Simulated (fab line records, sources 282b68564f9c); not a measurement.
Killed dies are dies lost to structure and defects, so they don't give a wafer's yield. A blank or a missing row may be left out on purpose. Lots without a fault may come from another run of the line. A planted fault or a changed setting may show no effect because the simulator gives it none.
Which tool did it? | flow rit_cmos | 13 lots, 39 wafers sampled, at 5 steps of a route of 202

WHAT THE GAUGES READ, wafer by wafer
RIT_PWELL_OVL_MEAS_06. Usual: PWELL_OVL -0.7 nm, standard deviation 1.3.
lot  | measured    | on         | PWELL_OVL (nm) | flag
L769 | day 2 02:00 | overlay-01 | 0.6 -0.5 -0.1  |
L772 | day 2 14:20 | overlay-02 | -3.2 -1.9 -0.3 |
L773 | day 2 19:55 | overlay-01 | 1.4 0.2 0.3    |
L775 | day 3 06:12 | overlay-01 | - - -          | OFF
L777 | day 3 15:42 | overlay-01 | 0.6 0.8 -0.9   |
L784 | day 5 03:06 | overlay-01 | -1.3 -0.9 -2.2 |
L786 | day 5 14:05 | overlay-01 | 2.6 0.2 -0.3   |
L787 | day 5 17:19 | overlay-01 | 0.2 -1.1 -0.3  |
L788 | day 5 22:20 | overlay-02 | -0.8 0.2 -2.1  |
L789 | day 6 03:51 | overlay-02 | -1.3 0.4 -2.3  |
L790 | day 6 14:18 | overlay-02 | -1.2 -1.1 -1.4 |
L791 | day 6 14:44 | overlay-01 | 0.0 1.1 0.9    |
L792 | day 7 07:09 | overlay-01 | -2.7 -1.9 -2.8 |

RIT_PWELL_TW_MEAS_10. Usual: PWELL_TW 955, standard deviation 6.1.
lot  | measured    | on            | PWELL_TW    | flag
L769 | day 2 02:37 | film_metro-03 | 951 952 955 |
L772 | day 2 14:58 | film_metro-03 | 948 950 957 |
L773 | day 2 20:31 | film_metro-01 | 951 952 957 |
L775 | day 3 06:49 | film_metro-01 | 30 30 30    | OFF
L777 | day 3 16:19 | film_metro-04 | 964 965 967 |
L784 | day 5 03:43 | film_metro-03 | 952 950 948 |
L786 | day 5 14:42 | film_metro-03 | 955 955 958 |
L787 | day 5 17:56 | film_metro-04 | 957 962 953 |
L788 | day 5 23:10 | film_metro-04 | 964 965 967 |
L789 | day 6 04:28 | film_metro-01 | 956 957 952 |
L790 | day 6 14:55 | film_metro-01 | 955 955 955 |
L791 | day 6 15:20 | film_metro-01 | 949 954 953 |
L792 | day 7 07:46 | film_metro-03 | 957 961 964 |

RIT_M1_OVL_MEAS_10. Usual: M1_OVL 0.9 nm, standard deviation 1.4.
lot  | measured    | on         | M1_OVL (nm)    | flag
L769 | day 3 10:55 | overlay-02 | 1.4 0.6 2.3    |
L772 | day 3 23:29 | overlay-01 | 1.4 0.6 0.0    |
L773 | day 4 03:16 | overlay-01 | 1.1 0.6 0.3    |
L775 | day 4 15:11 | overlay-02 | -0.4 -0.2 1.2  |
L777 | day 5 00:41 | overlay-02 | 1.9 2.7 1.9    |
L784 | day 6 11:28 | overlay-02 | 1.0 1.2 0.8    |
L786 | day 7 08:04 | overlay-01 | 0.3 1.2 1.6    |
L787 | day 7 08:19 | overlay-01 | 1.6 3.3 1.0    |
L788 | day 7 21:30 | overlay-02 | 1.4 1.3 -0.3   |
L789 | day 8 08:05 | overlay-01 | 0.3 0.1 0.8    |
L790 | day 8 18:48 | overlay-01 | -1.8 -0.2 -1.1 |
L791 | day 8 20:48 | overlay-02 | 0.8 1.2 1.1    |
L792 | day 9 06:05 | overlay-02 | -0.8 0.3 -0.9  |

WHICH TOOL RAN EACH LOT (tool, then ch and the chambers of the sampled wafers, then the start)
lot  | RIT_PWELL_EXPOSE_03                | RIT_M1_SPUTTER_00
L769 | iline_stepper-01 ch 0, day 2 01:37 | pvd_sputter-01, day 3 09:23
L772 | iline_stepper-02 ch 0, day 2 13:55 | pvd_sputter-04, day 3 22:00
L773 | iline_stepper-01 ch 0, day 2 19:29 | pvd_sputter-02, day 4 01:47
L775 | iline_stepper-02 ch 0, day 3 05:47 | pvd_sputter-02, day 4 13:32
L777 | iline_stepper-01 ch 0, day 3 15:16 | pvd_sputter-01, day 4 22:58
L784 | iline_stepper-02 ch 0, day 5 02:40 | pvd_sputter-04, day 6 09:59
L786 | iline_stepper-02 ch 0, day 5 13:41 | pvd_sputter-04, day 7 06:27
L787 | iline_stepper-01 ch 0, day 5 16:50 | pvd_sputter-01, day 7 06:42
L788 | iline_stepper-02 ch 0, day 5 21:46 | pvd_sputter-04, day 7 19:51
L789 | iline_stepper-02 ch 0, day 6 03:26 | pvd_sputter-02, day 8 06:35
L790 | iline_stepper-02 ch 0, day 6 13:52 | pvd_sputter-04, day 8 17:12
L791 | iline_stepper-01 ch 0, day 6 14:18 | pvd_sputter-02, day 8 19:12
L792 | iline_stepper-02 ch 0, day 7 06:44 | pvd_sputter-01, day 9 04:29
- RIT_PWELL_EXPOSE_03: exposes mask M3, target cd 43700 nm.
- RIT_M1_SPUTTER_00: material Al, target thk 400 nm, time 500 s.

WHAT THE TOOLS THEMSELVES READ (means of the sampled wafers that have a number; where no wafer has one, the mark that the record gives instead)
RIT_M1_SPUTTER_00. Usual: throttle_valve_pct 29.7 %, standard deviation 1.2.
lot  | tool           | throttle_valve_pct (%) | flag
L769 | pvd_sputter-01 | 29.9                   |
L772 | pvd_sputter-04 | 29.5                   |
L773 | pvd_sputter-02 | 29.3                   |
L775 | pvd_sputter-02 | 29.9                   |
L777 | pvd_sputter-01 | 29.3                   |
L784 | pvd_sputter-04 | 30.1                   |
L786 | pvd_sputter-04 | 30.1                   |
L787 | pvd_sputter-01 | 28.4                   |
L788 | pvd_sputter-04 | 30.0                   |
L789 | pvd_sputter-02 | 28.8                   |
L790 | pvd_sputter-04 | 30.6                   |
L791 | pvd_sputter-02 | 30.1                   |
L792 | pvd_sputter-01 | 29.8                   |

THE ANSWER, worked out from the rows above alone
Rule: a lot is off if the mean of its wafers that have a number lies more than 3 standard deviations from the usual mean. A lot without any number at a reading at which 4 lots or more have one is off too. The other lots that the step has rows for count as sound. The gauges are gone through in route order, then the tools' own readings, and for those a lot's mean is taken as printed above. The first step at which some lot is off is used, and at that step the reading that is off furthest; a lot without a number counts as furthest.
Off: L775, at RIT_PWELL_OVL_MEAS_06 (PWELL_OVL). Without a number there: L775.
A tool fits if, at a process step before that reading, it ran every lot that is off, and no sound lot after the first of them. The gauges at RIT_PWELL_OVL_MEAS_06 aren't tried: what is off there is off at RIT_PWELL_TW_MEAS_10 too, on other tools, and a gauge's error can't cause that. None of those tried fits.

WHAT THE SIMULATOR HAD PUT IN
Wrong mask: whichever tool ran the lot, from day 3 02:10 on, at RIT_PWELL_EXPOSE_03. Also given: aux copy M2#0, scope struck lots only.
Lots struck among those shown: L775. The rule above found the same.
